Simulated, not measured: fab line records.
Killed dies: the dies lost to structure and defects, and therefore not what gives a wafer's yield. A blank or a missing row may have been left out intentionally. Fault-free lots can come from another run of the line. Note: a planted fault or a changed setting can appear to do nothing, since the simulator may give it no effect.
Which tool was responsible?    flow berkeley_cmos170    45 wafers sampled from 15 lots at 1 step of a route of 331

== WHAT THE GAUGES SHOWED, per wafer ==
UCB170_V1_THK_MEAS_04. Usual: V1_POLISHED_THK 1000.2 nm, standard deviation 1.2.
lot   measured      on             V1_POLISHED_THK (nm)  flag
L276  day 8 03:20   film_metro-01  999.9 1000.0 999.6    
L277  day 8 17:01   film_metro-01  1000.0 998.9 998.3    
L281  day 9 06:31   film_metro-01  1000.6 1003.1 1001.4  
L282  day 9 16:32   film_metro-04  1000.8 1000.1 1002.5  
L283  day 9 17:53   film_metro-04  1001.7 998.5 998.4    
L287  day 10 07:07  film_metro-01  1000.1 998.9 999.9    
L284  day 10 08:27  film_metro-01  1002.0 999.8 1001.5   
L285  day 10 09:47  film_metro-01  1000.0 998.8 997.6    
L288  day 11 03:05  film_metro-04  1000.5 999.0 999.4    
L290  day 11 13:44  film_metro-01  999.6 1000.9 1002.8   
L292  day 11 15:05  film_metro-03  997.7 999.6 999.1     
L291  day 11 16:29  film_metro-01  1000.7 1000.3 1002.5  
L294  day 12 06:26  film_metro-01  1001.0 1000.5 998.0   
L295  day 12 14:57  film_metro-03  1000.7 1000.7 998.1   
L298  day 13 18:27  film_metro-01  999.5 999.4 1000.0    

== WHICH TOOL RAN EACH LOT (tool, then ch and the chambers of the sampled wafers, then the start) ==
Record: no process step prior to these readings.

== WHAT THE TOOLS THEMSELVES READ (means of the sampled wafers that have a number; where no wafer has one, the mark that the record gives instead) ==
The record holds no such reading with a usual standard deviation.

== THE ANSWER, worked out from the rows above alone ==
Rule: a lot is off if the mean of its wafers that have a number lies more than 3 standard deviations from the usual mean. A lot without any number at a reading at which 4 lots or more have one is off too. Any other lot the step has rows for is counted as sound. First the gauges in route order, then the tools' own readings, where a lot's mean is used as printed above. At the first step where some lot is off, the reading lying furthest off is the one used; lots without a number count as furthest.
No lot is off on any of the readings shown, so nothing can be concluded from this.

== WHAT THE SIMULATOR HAD INSERTED ==
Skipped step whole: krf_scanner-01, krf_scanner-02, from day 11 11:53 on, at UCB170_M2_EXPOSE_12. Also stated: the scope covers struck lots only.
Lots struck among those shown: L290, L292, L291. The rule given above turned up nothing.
